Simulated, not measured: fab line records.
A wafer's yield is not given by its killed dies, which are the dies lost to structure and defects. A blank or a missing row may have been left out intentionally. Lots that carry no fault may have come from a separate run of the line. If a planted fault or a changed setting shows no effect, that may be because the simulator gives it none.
fab line records | flow ritCmos
record lots=7 | wafers=21 | lastDay=7
route steps=202 shown REOX@100 NLDD@103 PLDD@114 SPACER@125
lots that met no fault: from a run of the same line without faults
startH: start of the lot's first displayed wafer, in hours after the record's first day | waitH: hours since the lot's step before | " same as the row above | L1.1+2: several wafers, shown together as one row | - no value present, or no start provided | * or withheld: withheld | < > ~ a bound
route shown NAME@n: names a module that has steps shown in the file, with the first one's number in the route | usual: mean/standard deviation taken from wafers without a fault | same: alike in all rows | chamber/n: place in a boat | sites: each site's reading | _std_site: standard deviation across them | _edge_site: the outer-site mean with the inner-site mean subtracted | radiusMm: how far each site lies from the wafer's centre | mask NAME#n: copy n | behind: tool/chamber where the wafer was last shaped | hold: the reason the lot was held/the length of the hold in hours/how it ended | device: transistor that didn't switch, given as n, p or np | end of line: tests of these same wafers at the route's end | a step without rows: its recipe alone | killed: dies lost to structure and defects at the first sort, not the wafer's yield | map: shows each die of a wafer: x if killed, . if not, _ if none is there
set.NAME: the setting the step ran with; set.NAME@STEP: the setting that earlier step ran with | model.NAME: the simulator's own value behind a step, which no gauge read
lots at selected steps of the route; one table per step, one row per wafer
services: the hour from which a tool's chamber was out of use, counted from the record's first day as startH (under 0 if before that day), plus the number of hours and why
## steps
# step RIT_REOX_CLEAN_02
# recipe chemistry=SC2 | mix=3:3:50 | timeS=600 | tempC=75 | dry=n2Spin
# step RIT_REOX_OXIDATION_03
# recipe tempC=900 | ambient=O2 | targetThkA=252 | oxTimeS=5580
# step RIT_REOX_THK_MEAS_04
# recipe reads=SiO2_of_REOX_OXIDATION_03
# usual REOX_OXIDE_THK=25.0/0.49
lot.wafer | tool         | chamber | startH | waitH | REOX_OXIDE_THK[nm]
L269.1    | filmMetro-04 | -       | 90.36  | 0.0   | 25.2
L269.3    | "            | -       | "      | "     | 25.1
L269.4    | "            | -       | "      | "     | 25.0
L270.1    | filmMetro-03 | -       | 94.41  | 0.0   | 24.5
L270.3    | "            | -       | "      | "     | 25.1
L270.4    | "            | -       | "      | "     | 25.0
L271.1    | filmMetro-02 | -       | 100.60 | 0.0   | 25.0
L271.3    | "            | -       | "      | "     | 25.1
L271.5    | "            | -       | "      | "     | 24.9
L272.1    | filmMetro-04 | -       | 105.73 | 0.0   | 24.7
L272.4    | "            | -       | "      | "     | 24.5
L272.5    | "            | -       | "      | "     | 24.8
L277.1    | filmMetro-03 | -       | 130.39 | 0.0   | 24.6
L277.2    | "            | -       | "      | "     | 24.9
L277.4    | "            | -       | "      | "     | 25.2
L280.1    | filmMetro-03 | -       | 145.19 | 0.0   | 25.5
L280.4    | "            | -       | "      | "     | 25.0
L280.5    | "            | -       | "      | "     | 24.9
L281.2    | filmMetro-02 | -       | 150.28 | 0.0   | 24.9
L281.5    | "            | -       | "      | "     | 24.8
L281.6    | "            | -       | "      | "     | 24.7
# step RIT_NLDD_HMDS_00
# recipe primeTimeS=60 | primeTempC=140
# step RIT_NLDD_COAT_01
# recipe resist=NOVOLAK | spinRpm=3250 | resistThkNm=1000
# step RIT_NLDD_SOFTBAKE_02
# recipe resist=NOVOLAK | tempC=90 | timeS=60
# step RIT_NLDD_EXPOSE_03
# recipe maskId=M7 | na=0.57 | targetCdNm=40700 | doseMj=250
# step RIT_NLDD_PEB_04
# recipe resist=NOVOLAK | tempC=withheld | timeS=withheld
# step RIT_NLDD_DEVELOP_05
# recipe resist=NOVOLAK | developTimeS=50 | devTempC=23
# step RIT_NLDD_OVL_MEAS_06
# usual NLDD_OVL=1.0/1.3
lot.wafer | tool       | chamber | startH | waitH | NLDD_OVL[nm]
L269.1    | overlay-02 | -       | 91.27  | -     | 1.3
L269.3    | "          | -       | "      | "     | 0.8
L269.4    | "          | -       | "      | "     | -2.6
L270.1    | overlay-01 | -       | 95.35  | -     | 1.3
L270.3    | "          | -       | "      | "     | 0.6
L270.4    | "          | -       | "      | "     | 1.3
L271.1    | overlay-01 | -       | 101.61 | -     | 1.0
L271.3    | "          | -       | "      | "     | 2.0
L271.5    | "          | -       | "      | "     | 1.3
L272.1    | overlay-01 | -       | 106.64 | -     | 4.2
L272.4    | "          | -       | "      | "     | 1.8
L272.5    | "          | -       | "      | "     | 1.0
L277.1    | overlay-02 | -       | 131.50 | -     | -0.4
L277.2    | "          | -       | "      | "     | -0.1
L277.4    | "          | -       | "      | "     | 1.6
L280.1    | overlay-02 | -       | 146.10 | -     | -0.4
L280.4    | "          | -       | "      | "     | 0.0
L280.5    | "          | -       | "      | "     | 0.5
L281.2    | overlay-02 | -       | 151.25 | -     | 3.7
L281.5    | "          | -       | "      | "     | 2.5
L281.6    | "          | -       | "      | "     | 3.2
# step RIT_NLDD_HARDBAKE_07
# recipe resist=NOVOLAK | tempC=140 | timeS=60
# step RIT_NLDD_IMPLANT_08
# recipe species=P | energyKev=20 | doseCm2=5e+14 | tiltDeg=7
# step RIT_NLDD_STRIP_09
# recipe chemistry=O2 | timeS=180 | resist=NOVOLAK | platenTempC=withheld | powerW=500 | pressureMtorr=4000 | o2FlowSccm=4000
# usual chamberPressureMTorr=4000/3.2 | drypumpMotorCurrentA=5.4/0.57 | timeS=180/0
lot.wafer | tool           | chamber | startH | waitH | chamberPressureMTorr | drypumpMotorCurrentA | rfHoursCounterH | timeS | model.NOVOLAK_of_NLDD_COAT_01.thkNm
L269.1    | plasmaAsher-04 | 0       | 91.60  | 0.1   | 3998                 | 5.7                  | 32              | 180   | 0
L269.3    | "              | 0       | "      | "     | 4000                 | 5.7                  | -               | 180   | 0
L269.4    | "              | 1       | "      | "     | 4001                 | 4.7                  | -               | 180   | 0
L270.1    | plasmaAsher-04 | 1       | 95.68  | 0.1   | -                    | -                    | -               | -     | 885.6
L270.3    | "              | 1       | "      | "     | -                    | -                    | -               | -     | 885.1
L270.4    | "              | 0       | "      | "     | -                    | -                    | -               | -     | 883.8
L271.1    | plasmaAsher-02 | 0       | 101.97 | 0.1   | -                    | -                    | -               | -     | 887.1
L271.3    | "              | 0       | "      | "     | -                    | -                    | -               | -     | 887
L271.5    | "              | 0       | "      | "     | -                    | -                    | -               | -     | 885.9
L272.1    | plasmaAsher-02 | 1       | 106.97 | 0.1   | -                    | -                    | -               | -     | 883.1
L272.4    | "              | 1       | "      | "     | -                    | -                    | -               | -     | 888.5
L272.5    | "              | 0       | "      | "     | -                    | -                    | -               | -     | 887.6
L277.1    | plasmaAsher-01 | 1       | 131.83 | 0.1   | 3999                 | 5.3                  | 48              | 180   | 0
L277.2    | "              | 0       | "      | "     | 4002                 | 5.2                  | 48              | 180   | 0
L277.4    | "              | 0       | "      | "     | 4004                 | 5.3                  | -               | 180   | 0
L280.1    | plasmaAsher-04 | 0       | 146.44 | 0.1   | 3997                 | 5.7                  | 38              | 180   | 0
L280.4    | "              | 1       | "      | "     | 3993                 | 4.7                  | -               | 180   | 0
L280.5    | "              | 0       | "      | "     | 3997                 | 5.7                  | -               | 180   | 0
L281.2    | plasmaAsher-04 | 1       | 151.58 | 0.1   | 4005                 | 4.7                  | 39              | 180   | 0
L281.5    | "              | 1       | "      | "     | 4007                 | 4.7                  | -               | 180   | 0
L281.6    | "              | 0       | "      | "     | 4003                 | 5.7                  | -               | 180   | 0
# step RIT_NLDD_TW_MEAS_10
# usual NLDD_TW=2495/16
lot.wafer | tool         | chamber | startH | waitH | NLDD_TW
L269.1    | filmMetro-01 | -       | 91.78  | 0.1   | 2486
L269.3    | "            | -       | "      | "     | 2487
L269.4    | "            | -       | "      | "     | 2485
L270.1    | filmMetro-02 | -       | 95.86  | 0.1   | 2484
L270.3    | "            | -       | "      | "     | 2501
L270.4    | "            | -       | "      | "     | 2475
L271.1    | filmMetro-02 | -       | 102.14 | 0.1   | 2509
L271.3    | "            | -       | "      | "     | 2490
L271.5    | "            | -       | "      | "     | 2499
L272.1    | filmMetro-01 | -       | 107.15 | 0.1   | 2494
L272.4    | "            | -       | "      | "     | 2467
L272.5    | "            | -       | "      | "     | 2458
L277.1    | filmMetro-04 | -       | 132.01 | 0.1   | 2506
L277.2    | "            | -       | "      | "     | 2513
L277.4    | "            | -       | "      | "     | 2517
L280.1    | filmMetro-02 | -       | 146.61 | 0.1   | 2503
L280.4    | "            | -       | "      | "     | 2493
L280.5    | "            | -       | "      | "     | 2506
L281.2    | filmMetro-02 | -       | 151.77 | 0.1   | 2494
L281.5    | "            | -       | "      | "     | 2505
L281.6    | "            | -       | "      | "     | 2506
# step RIT_PLDD_HMDS_00
# recipe primeTimeS=60 | primeTempC=140
# step RIT_PLDD_COAT_01
# recipe resist=NOVOLAK | spinRpm=3250 | resistThkNm=1000
# step RIT_PLDD_SOFTBAKE_02
# recipe resist=NOVOLAK | tempC=90 | timeS=60
# step RIT_PLDD_EXPOSE_03
# recipe maskId=M8 | na=0.57 | targetCdNm=40900 | doseMj=250
# step RIT_PLDD_PEB_04
# recipe resist=NOVOLAK | tempC=withheld | timeS=withheld
# step RIT_PLDD_DEVELOP_05
# recipe resist=NOVOLAK | developTimeS=50 | devTempC=23
# step RIT_PLDD_OVL_MEAS_06
# usual PLDD_OVL=0.0/1.4
lot.wafer | tool       | chamber | startH | waitH | PLDD_OVL[nm]
L269.1    | overlay-02 | -       | 92.69  | -     | -1.0
L269.3    | "          | -       | "      | "     | -1.6
L269.4    | "          | -       | "      | "     | 1.0
L270.1    | overlay-01 | -       | 97.02  | -     | -2.3
L270.3    | "          | -       | "      | "     | -0.4
L270.4    | "          | -       | "      | "     | -0.9
L271.1    | overlay-01 | -       | 103.05 | -     | -2.3
L271.3    | "          | -       | "      | "     | -1.5
L271.5    | "          | -       | "      | "     | -2.0
L272.1    | overlay-01 | -       | 108.06 | -     | -0.5
L272.4    | "          | -       | "      | "     | -1.3
L272.5    | "          | -       | "      | "     | 0.0
L277.1    | overlay-01 | -       | 133.04 | -     | -0.6
L277.2    | "          | -       | "      | "     | 0.7
L277.4    | "          | -       | "      | "     | 0.2
L280.1    | overlay-01 | -       | 147.65 | -     | -0.1
L280.4    | "          | -       | "      | "     | 3.3
L280.5    | "          | -       | "      | "     | 1.7
L281.2    | overlay-02 | -       | 152.67 | -     | 1.9
L281.5    | "          | -       | "      | "     | 0.0
L281.6    | "          | -       | "      | "     | 0.2
# step RIT_PLDD_HARDBAKE_07
# recipe resist=NOVOLAK | tempC=140 | timeS=60
# step RIT_PLDD_IMPLANT_08
# recipe species=BF2 | energyKev=20 | doseCm2=9e+14 | tiltDeg=7
# step RIT_PLDD_STRIP_09
# recipe chemistry=O2 | timeS=180 | resist=NOVOLAK | platenTempC=withheld | powerW=500 | pressureMtorr=4000 | o2FlowSccm=4000
# usual chamberPressureMTorr=4000/3.5 | drypumpMotorCurrentA=5.4/0.31
# same timeS=180
lot.wafer | tool           | chamber | startH | waitH | chamberPressureMTorr | drypumpMotorCurrentA | rfHoursCounterH
L269.1    | plasmaAsher-01 | 0       | 93.03  | 0.1   | 4000                 | 5.3                  | 44
L269.3    | "              | 0       | "      | "     | 4009                 | 5.2                  | -
L269.4    | "              | 1       | "      | "     | 3997                 | 5.3                  | -
L270.1    | plasmaAsher-01 | 1       | 97.35  | 0.1   | 4000                 | 5.3                  | 45
L270.3    | "              | 0       | "      | "     | 3999                 | 5.2                  | -
L270.4    | "              | 1       | "      | "     | 4005                 | 5.3                  | -
L271.1    | plasmaAsher-03 | 0       | 103.39 | 0.1   | 4000                 | 5.6                  | 46
L271.3    | "              | 1       | "      | "     | 4004                 | 5.6                  | -
L271.5    | "              | 0       | "      | "     | 3995                 | 5.6                  | -
L272.1    | plasmaAsher-04 | 0       | 108.39 | 0.1   | 3999                 | 5.7                  | 34
L272.4    | "              | 0       | "      | "     | 3993                 | 5.7                  | -
L272.5    | "              | 0       | "      | "     | 3999                 | 5.7                  | -
L277.1    | plasmaAsher-03 | 0       | 133.38 | 0.1   | 3999                 | 5.7                  | 2
L277.2    | "              | 1       | "      | "     | 3989                 | 5.6                  | 2
L277.4    | "              | 1       | "      | "     | 3998                 | 5.6                  | -
L280.1    | plasmaAsher-01 | 1       | 147.98 | 0.1   | 4001                 | 5.3                  | 51
L280.4    | "              | 0       | "      | "     | 4008                 | 5.2                  | -
L280.5    | "              | 0       | "      | "     | 3996                 | 5.2                  | -
L281.2    | plasmaAsher-01 | 1       | 153.00 | 0.1   | 3998                 | 5.3                  | 51
L281.5    | "              | 0       | "      | "     | 3999                 | 5.3                  | -
L281.6    | "              | 1       | "      | "     | 3999                 | 5.3                  | -
# step RIT_PLDD_TW_MEAS_10
# usual PLDD_TW=2358/16
lot.wafer | tool         | chamber | startH | waitH | PLDD_TW
L269.1    | filmMetro-04 | -       | 93.20  | 0.1   | 2369
L269.3    | "            | -       | "      | "     | 2361
L269.4    | "            | -       | "      | "     | 2365
L270.1    | filmMetro-02 | -       | 97.53  | 0.1   | 30
L270.3    | "            | -       | "      | "     | 30
L270.4    | "            | -       | "      | "     | 30
L271.1    | filmMetro-04 | -       | 103.56 | 0.1   | 30
L271.3    | "            | -       | "      | "     | 30
L271.5    | "            | -       | "      | "     | 30
L272.1    | filmMetro-04 | -       | 108.57 | 0.1   | 30
L272.4    | "            | -       | "      | "     | 30
L272.5    | "            | -       | "      | "     | 30
L277.1    | filmMetro-04 | -       | 133.55 | 0.1   | 2352
L277.2    | "            | -       | "      | "     | 2358
L277.4    | "            | -       | "      | "     | 2352
L280.1    | filmMetro-02 | -       | 148.16 | 0.1   | 2365
L280.4    | "            | -       | "      | "     | 2352
L280.5    | "            | -       | "      | "     | 2369
L281.2    | filmMetro-01 | -       | 153.19 | 0.1   | 2373
L281.5    | "            | -       | "      | "     | 2351
L281.6    | "            | -       | "      | "     | 2344
# step RIT_SPACER_CLEAN_00
# recipe chemistry=SC1 | mix=3:3:50 | timeS=600 | tempC=75
## services
tool           | chamber | startH | hours | kind
plasmaAsher-03 | -       | 108.75 | 9.0   | pm
plasmaAsher-03 | 0       | 108.75 | 9.0   | ventCycle
plasmaAsher-03 | 1       | 108.75 | 9.0   | ventCycle
plasmaAsher-03 | 0       | 117.75 | -     | clean
plasmaAsher-03 | 1       | 117.75 | -     | clean
plasmaAsher-03 | -       | 137.99 | 23.6  | repair
## key
firstSign step=RIT_NLDD_STRIP_09 | reading=toolRecord | direction=missing
effect step=RIT_PLDD_TW_MEAS_10 | reading=PLDD_TW | direction=down | sigmas=99+ | usual=2358 | struck=30
modelEffect step=RIT_NLDD_STRIP_09 | value=NOVOLAK_of_NLDD_COAT_01.thkNm | without=0 | struck=886
metAt RIT_NLDD_STRIP_09
struckWafers L270.1,L270.3,L270.4,L271.1,L271.3,L271.5,L272.1,L272.4,L272.5
laterRowsLeftOut L270.1,L270.3,L270.4,L271.1,L271.3,L271.5,L272.1,L272.4,L272.5
sortLeftOut L270.1,L270.3,L270.4,L271.1,L271.3,L271.5,L272.1,L272.4,L272.5
testerLeftOut L270,L271,L272
onsetBetween 91.60 95.68
fault kind=skippedStepWhole | tool=plasmaAsher-02,plasmaAsher-04 | chamber=- | onsetH=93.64 | steps=RIT_NLDD_STRIP_09 | scope=struckLotsOnly
# testerLeftOut: of these lots the tester's yield and bins aren't shown, on N5 and GAA mostly nor the transistor test; their killed dies are dies lost to structure and defects alone, not to doping, threshold or leakage, so they don't give the yield
# sortLeftOut: the simulated sort isn't trusted on such a fault, so these wafers' sort isn't shown, and their yield isn't known
# laterRowsLeftOut: the simulator's readings of these wafers behind a module that went badly wrong aren't trusted and aren't shown, but for the sort
